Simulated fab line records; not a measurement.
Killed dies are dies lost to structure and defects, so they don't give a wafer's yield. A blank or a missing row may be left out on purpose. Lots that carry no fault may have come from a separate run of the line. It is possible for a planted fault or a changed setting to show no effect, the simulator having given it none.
Code-filled problem report in 8D (eight disciplines) form + flow rit cmos + the parts of the form that need people (team, actions taken, sign-off) are left out

## 1. THE ISSUE
Mean CONTACT_TEOS_THK at RIT_CONTACT_THK_MEAS_01: 231 nm over 2 wafers in 2 lots; fault-free wafers: 399 nm, standard deviation 4.8. Relative to the usual mean, that is a shift of -35 standard deviations.
First seen on wafer L762.3, day 5 16:50, on film metro-03. At this step, 42 wafers from 14 lots have a number in the record. Rule for "out", or "out of limits": more than 4 standard deviations from the usual mean. The rest of the wafers with a number are treated as sound.

## 2. WHAT IT IS; WHAT IT IS NOT
| question                    | is               | is not                                                                                                   |
|-----------------------------|------------------|----------------------------------------------------------------------------------------------------------|
| which readings at this step | CONTACT_TEOS_THK | -                                                                                                        |
| which lots                  | L762, L766       | L753, L754, L755, L756, L758, L759, L767, L769, L770, L772, L774, L775                                   |
| which wafers of those lots  | L762.3, L766.1   | L762.4, L762.5, L766.4, L766.6                                                                           |
| read on which gauges        | film metro-03    | film metro-01, film metro-02                                                                             |
| when                        | from day 5 16:50 | up to then (20 sound wafers); but 20 sound wafers of L766, L767, L769, L770, L772, L774, L775 came after |

## 3. THE SUSPECTS, EACH WITH WHAT RULES IT OUT
Counting: any tool at a process step up to the reading remains a suspect provided it ran every lot that is out. Sound lots after the first of them don't rule it out here, since some wafers of a struck lot are sound.
- the gauge at RIT_CONTACT_THK_MEAS_01: kept. All the wafers that are out were read on film metro-03, and no step on other tools shows them out.
- pecvd-02 at RIT_CONTACT_CVD_00 (deposits SiO2 from TEOS, target thk 400 nm, time 61 s): kept. It processed each lot that is out (first: L762, day 5 16:46); up to then, its last sound lot is L759 (day 5 02:38).
- Within pecvd-02 at RIT_CONTACT_CVD_00: the wafers that are out ran in chamber 0; their sound lot-mates ran in chambers 1, 2.
The count leaves film metro-03 at RIT_CONTACT_THK_MEAS_01 and pecvd-02 at RIT_CONTACT_CVD_00.

## 4. THE CAUSE (what the simulator had put in)
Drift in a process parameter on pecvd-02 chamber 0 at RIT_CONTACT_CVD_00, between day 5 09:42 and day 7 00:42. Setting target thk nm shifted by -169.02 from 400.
2 suspects survive the count, and this tool is in that group.

## 5. SEQUENCE OF EFFECTS, ordered by route
One row per reading whose mean, taken over the struck wafers that have a number, lies over 3 standard deviations from the usual. Only readings for which the record gives a usual standard deviation are gone through. hours: the time from each lot's start at the first step in this table that gives one to its start at this step, as a median over the lots. sigmas: the change in usual standard deviations.
| hours | step                    | reading          | usual  | on struck wafers | change | sigmas |
|-------|-------------------------|------------------|--------|------------------|--------|--------|
| 0     | RIT_CONTACT_THK_MEAS_01 | CONTACT_TEOS_THK | 399 nm | 231              | -168   | -35    |

## 6. HOW IT WOULD HAVE BEEN CAUGHT EARLIER
7 hours passed between the start of the fault at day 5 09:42 and the first reading out of limits at a measuring or inspecting step in this record, taken at day 5 16:50.
Tool readings at RIT_CONTACT_CVD_00 with a usual standard deviation given in the record: none out on any struck wafer, hence no alarm at a limit of 4 standard deviations on them.
Among the 2 lots that are out, L766 began RIT_CONTACT_CVD_00 on pecvd-02 after day 5 16:50. A hold on the tool at that time would have spared it.
